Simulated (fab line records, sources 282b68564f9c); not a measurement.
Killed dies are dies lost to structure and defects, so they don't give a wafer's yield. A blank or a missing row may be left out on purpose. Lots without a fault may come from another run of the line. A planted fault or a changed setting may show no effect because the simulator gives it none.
Which tool did it? | flow rit_cmos | 12 lots, 36 wafers sampled, at 2 steps of a route of 202

WHAT THE GAUGES READ, wafer by wafer
RIT_SDANNEAL_RS_MEAS_05: measures by four-point-probe. Usual: NSD_RS 84.55 ohm/sq, standard deviation 0.27.
lot  | measured    | on            | NSD_RS (ohm/sq)   | flag
L434 | day 3 06:16 | film_metro-04 | 84.78 84.95 84.60 |
L435 | day 3 08:29 | film_metro-04 | 84.50 84.72 84.32 |
L436 | day 3 13:28 | film_metro-01 | 83.79 84.02 84.00 |
L437 | day 3 18:54 | film_metro-04 | 84.36 84.19 84.26 |
L438 | day 3 22:38 | film_metro-04 | 84.47 84.31 84.50 |
L448 | day 6 00:43 | film_metro-01 | - - -             | OFF
L449 | day 6 06:53 | film_metro-04 | - - -             | OFF
L451 | day 7 03:16 | film_metro-02 | 84.93 84.50 84.83 |
L454 | day 8 03:31 | film_metro-01 | 84.42 84.43 84.26 |
L455 | day 8 14:03 | film_metro-04 | 84.91 84.74 84.77 |
L456 | day 8 15:56 | film_metro-04 | 84.18 84.15 84.32 |
L457 | day 9 00:50 | film_metro-01 | 84.40 84.46 84.40 |

WHICH TOOL RAN EACH LOT (tool, then ch and the chambers of the sampled wafers, then the start)
lot  | RIT_NSD_IMPLANT_08
L434 | implanter-04 ch 0, day 3 03:23
L435 | implanter-04 ch 0, day 3 05:38
L436 | implanter-02 ch 0, day 3 10:56
L437 | implanter-03 ch 0, day 3 16:23
L438 | implanter-02 ch 0, day 3 20:08
L448 | implanter-02 ch 0, day 5 22:23
L449 | implanter-02 ch 0, day 6 04:25
L451 | implanter-04 ch 0, day 7 00:47
L454 | implanter-04 ch 0, day 8 01:09
L455 | implanter-03 ch 0, day 8 11:01
L456 | implanter-03 ch 0, day 8 13:27
L457 | implanter-03 ch 0, day 8 21:58
- RIT_NSD_IMPLANT_08

WHAT THE TOOLS THEMSELVES READ (means of the sampled wafers that have a number; where no wafer has one, the mark that the record gives instead)
RIT_NSD_IMPLANT_08. Usual: dose_ions_cm2 1.0001e+15, standard deviation 1.1e+12.
lot  | tool         | dose_ions_cm2 | flag
L434 | implanter-04 | 1.0011e+15    |
L435 | implanter-04 | 1.0006e+15    |
L436 | implanter-02 | 1.0012e+15    |
L437 | implanter-03 | 9.9847e+14    |
L438 | implanter-02 | 9.9953e+14    |
L448 | implanter-02 | 9.9953e+14    |
L449 | implanter-02 | 9.9990e+14    |
L451 | implanter-04 | 1.0015e+15    |
L454 | implanter-04 | 9.9987e+14    |
L455 | implanter-03 | 9.9977e+14    |
L456 | implanter-03 | 9.9927e+14    |
L457 | implanter-03 | 9.9957e+14    |

THE ANSWER, worked out from the rows above alone
Rule: a lot is off if the mean of its wafers that have a number lies more than 3 standard deviations from the usual mean. A lot without any number at a reading at which 4 lots or more have one is off too. The other lots that the step has rows for count as sound. The gauges are gone through in route order, then the tools' own readings, and for those a lot's mean is taken as printed above. The first step at which some lot is off is used, and at that step the reading that is off furthest; a lot without a number counts as furthest.
Off: L448, L449, at RIT_SDANNEAL_RS_MEAS_05 (NSD_RS). Without a number there: L448, L449.
A tool fits if, at a process step before that reading, it ran every lot that is off, and no sound lot after the first of them. The gauges at RIT_SDANNEAL_RS_MEAS_05 are tried like those tools. One fits: implanter-02 at RIT_NSD_IMPLANT_08. Its last sound lot is L438 (day 3 20:08), its first lot that is off L448 (day 5 22:23): a fault that began between those two fits.

WHAT THE SIMULATOR HAD PUT IN
Process parameter drift: implanter-02, from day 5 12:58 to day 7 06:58, at RIT_NSD_IMPLANT_08. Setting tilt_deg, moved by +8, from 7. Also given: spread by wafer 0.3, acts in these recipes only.
Lots struck among those shown: L448, L449. The rule above found the same.
